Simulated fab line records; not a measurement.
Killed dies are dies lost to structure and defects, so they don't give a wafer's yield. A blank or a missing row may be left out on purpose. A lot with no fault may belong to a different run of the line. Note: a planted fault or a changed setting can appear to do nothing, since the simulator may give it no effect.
2 desks looking at one fault    flow ritCmos    each desk holds nothing but its own numbers, with what lay behind them at the end

== DESK OF THE TOOL OWNER: rtpAnneal-02 ==
The tool's own readings at RIT_SILICIDE_RTA_06 (time 10 s, ramp up 5 s, ramp down 10 s): means of the sampled wafers that have a number, for each lot that ran on this tool. A lot is out of limits, marked OUT, if its mean lies more than 4 standard deviations from the usual mean; the brackets give that distance.
Columns: A = wafer_temp_C_max at RIT_SILICIDE_RTA_06, usual 755.1
lot   first seen here  A
L513  day 4 07:23      753.8
L514  day 4 08:05      753.7
L516  day 4 13:50      753.9
L518  day 5 04:45      753.9
L532  day 7 22:40      754.8
This desk's verdict: no lot among the 5 shows anything out of limits.

== THE METROLOGY DESK ==
Lot by lot, what the gauges showed, no matter which tool ran the lot: averages of those sampled wafers that carry a number. A lot is out of limits, marked OUT, if its mean lies more than 4 standard deviations from the usual mean; the brackets give that distance. 7 of its 14 readings are shown, namely those furthest out on some lot.
Columns: A = PSD_RS at RIT_SDANNEAL_RS_MEAS_04, usual 115.93 ohm/sq; B = NLDD_RS at RIT_SDANNEAL_RS_MEAS_07, usual 151.7 ohm/sq; C = SILICIDE_TI_RS at RIT_SILICIDE_RS_MEAS_02, usual 47.9 ohm/sq; D = SILICIDE_TI_THK at RIT_SILICIDE_THK_MEAS_03, usual 30.0 nm; E = cdNm at RIT_CONTACT_CD_MEAS_08, usual 999.8 nm; F = cdNm at RIT_M1_CD_MEAS_09, usual 2600.0 nm; G = M1_OVL at RIT_M1_OVL_MEAS_10, usual 0.9 nm
lot   first seen here  A       B      C     D     E       F       G
L513  day 4 06:22      115.90  150.9  47.1  30.3  996.9   2602.1  1.5
L514  day 4 07:10      116.13  151.8  47.4  30.2  1002.0  2598.6  0.9
L516  day 4 12:55      115.84  151.9  48.4  29.8  997.7   2600.5  2.3
L518  day 5 03:49      116.23  151.9  47.7  30.0  1000.1  2600.9  -1.4
L521  day 5 15:52      115.92  151.9  47.8  29.9  998.2   2598.1  1.4
L525  day 6 11:15      115.52  151.2  48.0  30.1  1002.8  2602.0  -0.1
L532  day 7 21:44      116.49  151.7  46.9  30.6  1003.6  2595.8  1.4
This desk's verdict: no lot among the 7 shows anything out of limits.

== ALL TOGETHER ==
Nothing out of limits was seen by the tool owner's desk.
At the metrology desk, nothing out of limits was observed.

== WHAT HAD BEEN PUT IN BY THE SIMULATOR ==
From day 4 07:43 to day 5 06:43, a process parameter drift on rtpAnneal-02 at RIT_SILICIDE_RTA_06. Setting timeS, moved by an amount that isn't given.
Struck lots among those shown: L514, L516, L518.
